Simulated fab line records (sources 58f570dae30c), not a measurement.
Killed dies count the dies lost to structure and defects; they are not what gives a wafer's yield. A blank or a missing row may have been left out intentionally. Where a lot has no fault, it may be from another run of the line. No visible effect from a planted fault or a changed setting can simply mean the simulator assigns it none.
What tool caused it? -- flow berkeley-cmos170 -- 39 wafers from 13 lots sampled at 3 of the route's 331 steps

## WHAT EACH GAUGE READ, for each wafer
UCB170_V1_BOW_MEAS_03. Usual: for V1_BOW the level is 17 um and the standard deviation is 6.6.
lot,measured,on,V1_BOW (um),flag
L113,day 7 03:23,film-metro-01,25 20 7,
L114,day 7 14:29,film-metro-02,7 8 17,
L115,day 7 23:13,film-metro-01,15 22 16,
L117,day 8 14:08,film-metro-02,24 23 17,
L116,day 8 14:07,film-metro-01,14 13 8,
L118,day 8 14:25,film-metro-03,12 15 14,
L123,day 9 07:26,film-metro-02,31 12 19 - - -,
L121,day 9 07:26,film-metro-01,19 28 22,
L125,day 9 21:15,film-metro-02,16 26 16 - - -,
L128,day 10 13:46,film-metro-01,16 2 16,
L130,day 11 01:18,film-metro-03,12 20 23,
L133,day 11 07:05,film-metro-02,21 6 24,
L134,day 12 02:48,film-metro-02,25 15 18,

UCB170_V1_THK_MEAS_04. Usual: for V1_POLISHED_THK the level is 999.4 nm and the standard deviation is 1.6.
lot,measured,on,V1_POLISHED_THK (nm),flag
L113,day 7 03:31,film-metro-01,1002.2 998.2 1000.0,
L114,day 7 14:37,film-metro-02,999.3 999.8 998.8,
L115,day 7 23:19,film-metro-01,998.8 998.4 999.5,
L117,day 8 14:14,film-metro-02,998.3 1000.3 998.1,
L116,day 8 14:14,film-metro-01,999.6 998.9 1004.0,
L118,day 8 14:32,film-metro-03,998.6 1001.7 1002.5,
L123,day 9 10:17,film-metro-02,1331.1 999.2 999.7 1331.1 999.7 1000.6,OFF
L121,day 9 07:34,film-metro-01,999.7 999.0 999.2,
L125,day 9 23:05,film-metro-02,999.0 1355.6 999.6 999.2 1356.5 1000.1,OFF
L128,day 10 13:53,film-metro-01,1000.2 1002.9 1000.0,
L130,day 11 01:25,film-metro-03,999.6 998.8 998.1,
L133,day 11 07:11,film-metro-02,998.4 997.3 997.2,
L134,day 12 02:55,film-metro-02,999.0 999.0 997.6,

## EACH LOT AND THE TOOL THAT RAN IT (in order: tool; ch and the chambers of the sampled wafers; start)
lot,UCB170_V1_CMP_02
L113,"cmp-02 ch 0,3, day 7 03:05"
L114,"cmp-01 ch 0,1,2, day 7 14:11"
L115,"cmp-02 ch 0,1, day 7 22:55"
L117,"cmp-01 ch 1,2,3, day 8 13:49"
L116,"cmp-02 ch 1,2,3, day 8 13:52"
L118,"cmp-02 ch 1,3, day 8 14:07"
L123,"cmp-02 ch 0,2,3, day 9 07:08"
L121,"cmp-01 ch 0,3, day 9 07:11"
L125,"cmp-02 ch 0,1,2, day 9 21:03"
L128,"cmp-01 ch 0,1,2, day 10 13:28"
L130,"cmp-01 ch 0,2,3, day 11 01:06"
L133,"cmp-01 ch 0,1,2, day 11 06:45"
L134,"cmp-01 ch 0,1,2, day 12 02:30"
- UCB170_V1_CMP_02: polishes SiO2.

## AS READ BY THE TOOLS THEMSELVES (means over the sampled wafers that have a number; for cases with no such wafer, the mark the record gives instead)
UCB170_V1_CMP_02. Usual: motor-current-A 16.5 A, standard deviation 1.8; slurry-filter-dp-kPa 13.51 kPa, standard deviation 0.15.
lot,tool,motor-current-A (A),slurry-filter-dp-kPa (kPa),flag
L113,cmp-02,18.2,13.43,
L114,cmp-01,15.9,13.56,
L115,cmp-02,15.7,13.49,
L117,cmp-01,16.0,13.61,
L116,cmp-02,16.1,13.48,
L118,cmp-02,16.7,13.48,
L123,cmp-02,17.1,13.64,
L121,cmp-01,16.5,13.60,
L125,cmp-02,15.9,13.51,
L128,cmp-01,16.5,13.60,
L130,cmp-01,15.3,13.36,
L133,cmp-01,16.1,13.60,
L134,cmp-01,16.0,13.52,

## THE ANSWER, worked out from the rows above alone
Rule: a lot counts as off when the mean over its wafers that have a number is more than 3 standard deviations away from the usual mean. A lot without any number at a reading at which 4 lots or more have one is off too. Where the step has rows for the other lots, those lots are counted as sound. First the gauges in route order, then the tools' own readings, where a lot's mean is used as printed above. The first step at which some lot is off is used, and at that step the reading that is off furthest; a lot without a number counts as furthest.
Off: at UCB170_V1_THK_MEAS_04 (V1_POLISHED_THK), L123, L125.
A tool fits if, at a process step before that reading, it ran every lot that is off, and no sound lot after the first of them. Those tools and the gauges at UCB170_V1_THK_MEAS_04 are tried in the same way. One candidate fits, namely cmp-02 at UCB170_V1_CMP_02. Its last sound lot is L118 (day 8 14:07), its first lot that is off L123 (day 9 07:08): a fault that began between those two fits.

## WHAT THE SIMULATOR HAD PUT IN
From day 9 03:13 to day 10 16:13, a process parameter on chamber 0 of cmp-02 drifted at UCB170_V1_CMP_02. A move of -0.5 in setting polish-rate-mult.
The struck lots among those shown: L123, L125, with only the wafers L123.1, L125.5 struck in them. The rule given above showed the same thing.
